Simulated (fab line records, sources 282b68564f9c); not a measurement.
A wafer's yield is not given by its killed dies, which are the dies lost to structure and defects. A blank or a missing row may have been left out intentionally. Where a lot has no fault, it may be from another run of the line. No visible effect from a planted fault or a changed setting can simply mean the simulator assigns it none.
fab line records	flow rit_cmos
record lots=5	wafers=23
route steps=202 shown CONTACT@172 M1@190
start_h: hours from the record's first day to the start of the lot's first wafer shown	wait_h: hours since the lot's step before	" same as the row above	L1.1+2: a single row standing in for several wafers	- value missing, or start not given	* or withheld: withheld	< > ~ a bound
route shown NAME@n: a module of which the file shows steps, and the number in the route of the first	usual: mean/standard deviation taken from wafers without a fault	same: alike in all rows	chamber/n: place in a boat	sites: the reading at each site	_std_site: their standard deviation	_edge_site: inner sites' mean taken away from outer sites' mean	radius_mm: for every site, how far away it sits from the centre of the wafer	mask NAME#n: copy n	behind: the last tool/chamber to shape the wafer	hold: reason for holding the lot/hours on hold/outcome of the hold	device: the n, p or np transistor that did not switch	end of line: the same wafers' tests at the end of the route	a step without rows: its recipe alone	killed: not the wafer's yield, but the dies lost to structure and defects at the first sort	map: the dies of a wafer, with x for killed, . for not killed, _ for no die there
set.NAME: the run value of the setting; set.NAME@STEP: its run value at that earlier step	model.NAME: the simulator's own value behind a step, which no gauge read
one table per step and one row per wafer, for lots whose settings were changed on purpose
## steps
# step RIT_CONTACT_SOFTBAKE_04
# recipe resist=NOVOLAK	temp_c=90	time_s=60
lot.wafer	tool	chamber	start_h	wait_h	set.temp_c
L075.1+4+6	litho_track-04	0	57.07	0.1	92.32
L075.2+5	"	0	"	"	90
L078.2+4+5	litho_track-03	0	74.23	0.1	90
L079.1+2+4	litho_track-03	0	78.98	0.1	87.25
L079.3+5	"	0	"	"	90
L080.1+3+5	litho_track-03	0	86.28	0.1	92.93
L080.2+6	"	0	"	"	90
L082.1+2+3	litho_track-03	0	98.73	0.1	90
L082.4+6	"	0	"	"	87.76
# step RIT_CONTACT_EXPOSE_05
# recipe mask_id=M11	na=0.6	source_shape=conventional	sigma_outer=0.5	target_cd_nm=1000	dose_mj=250
# step RIT_CONTACT_PEB_06
# recipe resist=NOVOLAK	temp_c=withheld	time_s=withheld
# step RIT_CONTACT_DEVELOP_07
# recipe resist=NOVOLAK	develop_time_s=121.6	dev_temp_c=23
lot.wafer	tool	chamber	start_h	wait_h	set.temp_c@CONTACT_SOFTBAKE_04	model.NOVOLAK_of_CONTACT_COAT_03.thk_nm
L075.1	litho_track-01	0	-	-	92.32	989.7
L075.2	"	0	"	"	90	997.5
L075.4	"	0	"	"	92.32	993.9
L075.5	"	0	"	"	90	998.5
L075.6	"	0	"	"	92.32	990.6
L078.2	litho_track-04	0	-	-	90	996.6
L078.4	"	0	"	"	90	995
L078.5	"	0	"	"	90	993.3
L079.1	litho_track-01	0	-	-	87.25	1010
L079.2	"	0	"	"	87.25	1011
L079.3	"	0	"	"	90	998.9
L079.4	"	0	"	"	87.25	1013
L079.5	"	0	"	"	90	1003
L080.1	litho_track-03	0	-	-	92.93	993.8
L080.2	"	0	"	"	90	1004
L080.3	"	0	"	"	92.93	996.7
L080.5	"	0	"	"	92.93	998.3
L080.6	"	0	"	"	90	1006
L082.1	litho_track-01	0	-	-	90	997.8
L082.2	"	0	"	"	90	997.1
L082.3	"	0	"	"	90	994.4
L082.4	"	0	"	"	87.76	1000
L082.6	"	0	"	"	87.76	997.3
# step RIT_M1_EXPOSE_06
# recipe mask_id=M12	na=0.6	source_shape=conventional	sigma_outer=0.5	target_cd_nm=2600	dose_mj=250
lot.wafer	tool	chamber	start_h	wait_h	mask	set.dose_mj
L075.1+4	iline_stepper-01	0	59.93	0.2	M12#0	256.1
L075.2+5+6	"	0	"	"	M12#0	250
L078.2+4+5	iline_stepper-02	0	77.13	0.1	M12#0	250
L079.1+2+3	iline_stepper-02	0	81.85	0.1	M12#0	259.9
L079.4+5	"	0	"	"	M12#0	250
L080.1+2+6	iline_stepper-02	0	89.06	0.1	M12#0	244.1
L080.3+5	"	0	"	"	M12#0	250
L082.1+3+4	iline_stepper-01	0	101.47	0.1	M12#0	250
L082.2+6	"	0	"	"	M12#0	268.3
# step RIT_M1_PEB_07
# recipe resist=NOVOLAK	temp_c=withheld	time_s=withheld
# step RIT_M1_DEVELOP_08
# recipe resist=NOVOLAK	develop_time_s=68	dev_temp_c=23
# step RIT_M1_CD_MEAS_09
# recipe target_cd_nm=2600
# usual cd_nm=2599.1/1.6
lot.wafer	tool	chamber	start_h	wait_h	set.dose_mj@M1_EXPOSE_06	cd_nm
L075.1	cd_sem-01	-	60.43	-	256.1	2593.5
L075.2	"	-	"	"	250	2600.7
L075.4	"	-	"	"	256.1	2594.5
L075.5	"	-	"	"	250	2598.0
L075.6	"	-	"	"	250	2600.5
L078.2	cd_sem-02	-	77.56	-	250	2598.7
L078.4	"	-	"	"	250	2599.1
L078.5	"	-	"	"	250	2600.3
L079.1	cd_sem-02	-	82.28	-	259.9	2587.3
L079.2	"	-	"	"	259.9	2585.8
L079.3	"	-	"	"	259.9	2589.1
L079.4	"	-	"	"	250	2598.6
L079.5	"	-	"	"	250	2599.0
L080.1	cd_sem-01	-	89.49	-	244.1	2605.0
L080.2	"	-	"	"	244.1	2604.1
L080.3	"	-	"	"	250	2596.2
L080.5	"	-	"	"	250	2598.2
L080.6	"	-	"	"	244.1	2605.8
L082.1	cd_sem-02	-	101.90	-	250	2599.2
L082.2	"	-	"	"	268.3	2577.2
L082.3	"	-	"	"	250	2598.2
L082.4	"	-	"	"	250	2594.3
L082.6	"	-	"	"	268.3	2577.5
# step RIT_M1_HARDBAKE_11
# recipe resist=NOVOLAK	temp_c=140	time_s=120
lot.wafer	tool	chamber	start_h	wait_h	set.temp_c
L075.1+5+6	litho_track-03	0	60.59	0.0	144
L075.2+4	"	0	"	"	140
L078.2+4+5	litho_track-04	0	77.74	0.1	140
L079.1+4	litho_track-02	0	82.44	0.0	136.2
L079.2+3+5	"	0	"	"	140
L080.1+2	litho_track-03	0	89.64	0.0	142.8
L080.3+5+6	"	0	"	"	140
L082.1+4+6	litho_track-03	0	102.06	0.0	142.1
L082.2+3	"	0	"	"	140
# step RIT_M1_METAL_ETCH_12
# recipe stop_on=SiO2	chemistry=Cl2/BCl3	target=Al	time_s=165	over_etch_frac=0.5	pressure_mtorr=100	target_depth_a=6000	rf_w=240.5	Cl2_flow_sccm=60	bcl3_flow_sccm=50
lot.wafer	tool	chamber	start_h	wait_h	set.dose_mj@M1_EXPOSE_06	model.M1.cd_nm
L075.1	rie_metal-04	0	60.84	0.2	256.1	2594
L075.2+6	"	1	"	"	250	2605
L075.4	"	0	"	"	256.1	2595
L075.5	"	0	"	"	250	2598
L078.2+4	rie_metal-04	1	77.95	0.2	250	2604
L078.5	"	0	"	"	250	2602
L079.1	rie_metal-03	0	82.69	0.2	259.9	2592
L079.2	"	1	"	"	259.9	2588
L079.3	"	1	"	"	259.9	2590
L079.4	"	0	"	"	250	2603
L079.5	"	1	"	"	250	2601
L080.1	rie_metal-02	1	89.89	0.2	244.1	2606
L080.2	"	0	"	"	244.1	2605
L080.3	"	0	"	"	250	2597
L080.5	"	0	"	"	250	2599
L080.6	"	1	"	"	244.1	2607
L082.1	rie_metal-03	1	102.31	0.2	250	2604
L082.2	"	0	"	"	268.3	2581
L082.3	"	1	"	"	250	2603
L082.4	"	0	"	"	250	2598
L082.6	"	1	"	"	268.3	2582
# step RIT_M1_STRIP_13
# recipe chemistry=nmp	resist=NOVOLAK	temp_c=80	time_s=600	dry=n2_spin
# step RIT_M1_STRIP_14
# recipe chemistry=O2	time_s=180	platen_temp_c=withheld	power_w=500	pressure_mtorr=4000	o2_flow_sccm=4000
# step RIT_M1_CD_MEAS_90
# recipe target_cd_nm=2600
# usual cd_nm=2601.5/2.2
lot.wafer	tool	chamber	start_h	wait_h	set.dose_mj@M1_EXPOSE_06	cd_nm
L075.1	cd_sem-01	-	61.35	0.1	256.1	2593.6
L075.2	"	-	"	"	250	2604.9
L075.4	"	-	"	"	256.1	2595.0
L075.5	"	-	"	"	250	2597.6
L075.6	"	-	"	"	250	2605.2
L078.2	cd_sem-01	-	78.50	0.1	250	2603.7
L078.4	"	-	"	"	250	2604.2
L078.5	"	-	"	"	250	2602.0
L079.1	cd_sem-01	-	83.20	0.1	259.9	2592.0
L079.2	"	-	"	"	259.9	2588.2
L079.3	"	-	"	"	259.9	2590.5
L079.4	"	-	"	"	250	2603.2
L079.5	"	-	"	"	250	2600.6
L080.1	cd_sem-02	-	90.44	0.1	244.1	2605.4
L080.2	"	-	"	"	244.1	2604.6
L080.3	"	-	"	"	250	2596.6
L080.5	"	-	"	"	250	2599.3
L080.6	"	-	"	"	244.1	2607.4
L082.1	cd_sem-01	-	102.82	0.1	250	2604.7
L082.2	"	-	"	"	268.3	2580.9
L082.3	"	-	"	"	250	2602.6
L082.4	"	-	"	"	250	2598.2
L082.6	"	-	"	"	268.3	2581.5
# step RIT_M1_ANNEAL_15
# recipe temp_c=450	time_s=1800	ambient=forming_gas_H2N2
# step RIT_M1_PROBE_99
# usual killed_at_contacts=0.0/0.2	killed_at_front_end=7/3.2	killed_dies=7/3.2	killed_open=3.2/2	killed_short=3.6/2.1
# same gross_dies=264	killed_at_M0_to_M3=0	killed_at_M4_up=0	killed_at_back_side=0	killed_at_other=0
lot.wafer	tool	chamber	start_h	wait_h	set.temp_c@GATE_OXIDATION_05	set.dose_mj@GATE_EXPOSE_13	killed_at_contacts	killed_at_front_end	killed_dies	killed_open	killed_short	model.etest.pmos_0p3.r_on_ohm_um	model.etest.pmos_turned.r_on_ohm_um	model.etest.pmos_0p15.r_on_ohm_um	model.etest.nmos_0p3.r_on_ohm_um	model.etest.nmos_0p15.r_on_ohm_um	model.etest.nmos_0p15.drive_ua_um	model.etest.nmos_narrow.drive_ua_um
L075.1	prober-01	-	63.09	0.1	926	380	1	9	10	7	3	8165	3943	3183	2716	1289	355.3	141.1
L075.2	prober-01	-	63.14	0.1	926	380	0	4	4	1	3	8106	3980	3184	2726	1273	358.4	138.9
L075.4	prober-01	-	63.24	0.2	926	380	0	4	4	2	2	8068	3930	3152	2709	1253	370	144
L075.5	prober-01	-	63.29	0.2	926	380	0	3	3	2	1	7931	3922	3154	2614	1229	372.1	151.8
L075.6	prober-01	-	63.34	0.2	926	380	0	2	2	1	1	8186	4005	3200	2629	1240	376.5	152.5
L078.2	prober-02	-	80.27	0.1	900	380	0	3	3	2	1	6250	3320	2681	2129	1084	490.2	229.8
L078.4	prober-02	-	80.37	0.2	900	380	0	10	10	5	5	6275	3306	2638	2114	1069	506.6	233.2
L078.5	prober-02	-	80.42	0.2	900	380	0	8	8	2	6	6197	3326	2637	2086	1068	496.6	230.6
L079.1	prober-01	-	84.94	0.1	916.4	380	0	6	6	3	3	7517	3896	3115	2534	1241	378.3	163.2
L079.2	prober-01	-	84.99	0.1	916.4	367.2	0	16	16	1	2	7685	4305	3597	2562	1402	330	162.4
L079.3	prober-01	-	85.04	0.2	916.4	380	0	8	8	3	5	7226	3639	2995	2434	1203	397.7	170.1
L079.4	prober-01	-	85.09	0.2	916.4	367.2	0	18	18	3	0	7813	4374	3653	2585	1366	330.4	162.4
L079.5	prober-01	-	85.14	0.2	916.4	367.2	0	6	6	1	3	7736	4304	3564	2571	1357	334.2	160.8
L080.1	prober-02	-	92.18	0.1	889.6	388.1	0	4	4	0	3	5541	3000	2390	1982	1020	555.8	262.6
L080.2	prober-02	-	92.23	0.1	889.6	380	0	9	9	4	4	5663	3207	2597	1970	1048	537.6	272
L080.3	prober-02	-	92.28	0.2	889.6	388.1	0	6	6	1	5	5737	3158	2498	1984	1030	568.9	274.4
L080.5	prober-02	-	92.38	0.2	889.6	380	0	3	3	3	0	5726	3293	2654	2000	1077	507.6	257.4
L080.6	prober-02	-	92.43	0.2	889.6	380	0	5	5	5	0	5638	3197	2615	1967	1055	531.5	271.2
L082.1	prober-02	-	104.56	0.1	873.4	380	0	8	8	5	3	-	-	-	-	-	-	-
L082.2	prober-02	-	104.61	0.1	873.4	380	0	10	10	5	5	-	-	-	-	-	-	-
L082.3	prober-02	-	104.66	0.2	873.4	380	0	8	8	3	5	-	-	-	-	-	-	-
L082.4	prober-02	-	104.71	0.2	873.4	380	0	2	2	1	1	-	-	-	-	-	-	-
L082.6	prober-02	-	104.81	0.2	873.4	380	0	4	4	1	3	-	-	-	-	-	-	-
# killed by level:class
L075.1 GATE:geometric_particle:open=3 FOX1:geometric_particle:open=1 FOX1:geometric_particle:short=1 GATE:geometric_particle:short=1 SPACER:geometric_particle:open=1 SILICIDE:geometric_particle:open=1 SILICIDE:geometric_particle:short=1 CONTACT:geometric_particle:open=1
L075.2 FOX2:geometric_particle:short=1 GATE:geometric_particle:short=1 GATE:geometric_particle:open=1 SPACER:geometric_particle:short=1
L075.4 GATE:geometric_particle:short=2 FOX1:geometric_particle:open=1 GATE:geometric_particle:open=1
L075.5 GATE:geometric_particle:open=1 REOX:geometric_particle:open=1 SILICIDE:geometric_particle:short=1
L075.6 REOX:geometric_particle:short=1 REOX:geometric_particle:open=1
L078.2 GATE:geometric_particle:short=1 REOX:geometric_particle:open=1 SPACER:geometric_particle:open=1
L078.4 REOX:geometric_particle:short=2 SPACER:geometric_particle:short=2 ACTIVE:geometric_particle:open=1 FOX1:geometric_particle:open=1 FOX2:geometric_particle:open=1 GATE:geometric_particle:open=1 GATE:geometric_particle:short=1 REOX:geometric_particle:open=1
L078.5 FOX1:geometric_particle:short=2 REOX:geometric_particle:short=2 FOX1:geometric_particle:open=1 GATE:geometric_particle:open=1 GATE:geometric_particle:short=1 SPACER:geometric_particle:short=1
L079.1 GATE:geometric_particle:short=2 SPACER:geometric_particle:open=2 FOX1:geometric_particle:short=1 SILICIDE:geometric_particle:open=1
L079.2 GATE:area_expose=13 FOX1:geometric_particle:short=1 FOX2:geometric_particle:short=1 GATE:geometric_particle:open=1
L079.3 FOX2:geometric_particle:short=1 GATE:geometric_particle:short=1 GATE:geometric_particle:open=1 REOX:geometric_particle:short=1 SPACER:geometric_particle:open=1 SPACER:geometric_particle:short=1 SILICIDE:geometric_particle:open=1 SILICIDE:geometric_particle:short=1
L079.4 GATE:area_expose=15 GATE:geometric_particle:open=3
L079.5 GATE:area_expose=2 FOX1:geometric_particle:short=1 GATE:geometric_particle:short=1 GATE:geometric_particle:open=1 SPACER:geometric_particle:short=1
L080.1 FOX1:geometric_particle:short=2 REOX:geometric_particle:short=1 GATE:area_expose=1
L080.2 GATE:geometric_particle:short=3 GATE:geometric_particle:open=3 SPACER:geometric_particle:open=1 SPACER:geometric_particle:short=1 PWELL:coat_microbubble_printed=1
L080.3 GATE:geometric_particle:short=3 REOX:geometric_particle:short=2 GATE:geometric_particle:open=1
L080.5 SILICIDE:geometric_particle:open=3
L080.6 SILICIDE:geometric_particle:open=2 GATE:geometric_particle:open=2 FOX1:geometric_particle:open=1
L082.1 FOX2:geometric_particle:open=2 GATE:geometric_particle:short=2 GATE:geometric_particle:open=1 SPACER:geometric_particle:open=1 SPACER:geometric_particle:short=1 SILICIDE:geometric_particle:open=1
L082.2 GATE:geometric_particle:open=3 GATE:geometric_particle:short=3 FOX1:geometric_particle:short=1 FOX2:geometric_particle:open=1 REOX:geometric_particle:short=1 SILICIDE:geometric_particle:open=1
L082.3 FOX1:geometric_particle:short=2 GATE:geometric_particle:open=2 SPACER:geometric_particle:short=2 GATE:geometric_particle:short=1 SILICIDE:geometric_particle:open=1
L082.4 FOX2:geometric_particle:short=1 GATE:geometric_particle:open=1
L082.6 GATE:geometric_particle:short=2 SPACER:geometric_particle:open=1 SILICIDE:geometric_particle:short=1
## key
split step=RIT_CONTACT_SOFTBAKE_04	setting=temp_c	stated=90	by=wafer
response step=RIT_CONTACT_DEVELOP_07	reading=model.NOVOLAK_of_CONTACT_COAT_03.thk_nm	change=-2.49	per=1%	r=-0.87
split step=RIT_M1_EXPOSE_06	setting=dose_mj	stated=250	by=wafer
response step=RIT_M1_CD_MEAS_09	reading=cd_nm	change=-2.76	per=1%	r=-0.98
response step=RIT_M1_METAL_ETCH_12	reading=model.M1.cd_nm	change=-2.91	per=1%	r=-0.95
response step=RIT_M1_CD_MEAS_90	reading=cd_nm	change=-2.92	per=1%	r=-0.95
split step=RIT_M1_HARDBAKE_11	setting=temp_c	stated=140	by=wafer
response none clear
split outside_this_file step=RIT_GATE_OXIDATION_05 setting=temp_c
split outside_this_file step=RIT_GATE_EXPOSE_13 setting=dose_mj
# split outside_this_file: this setting was split too, and the file shows its column; the key of that split is in another file
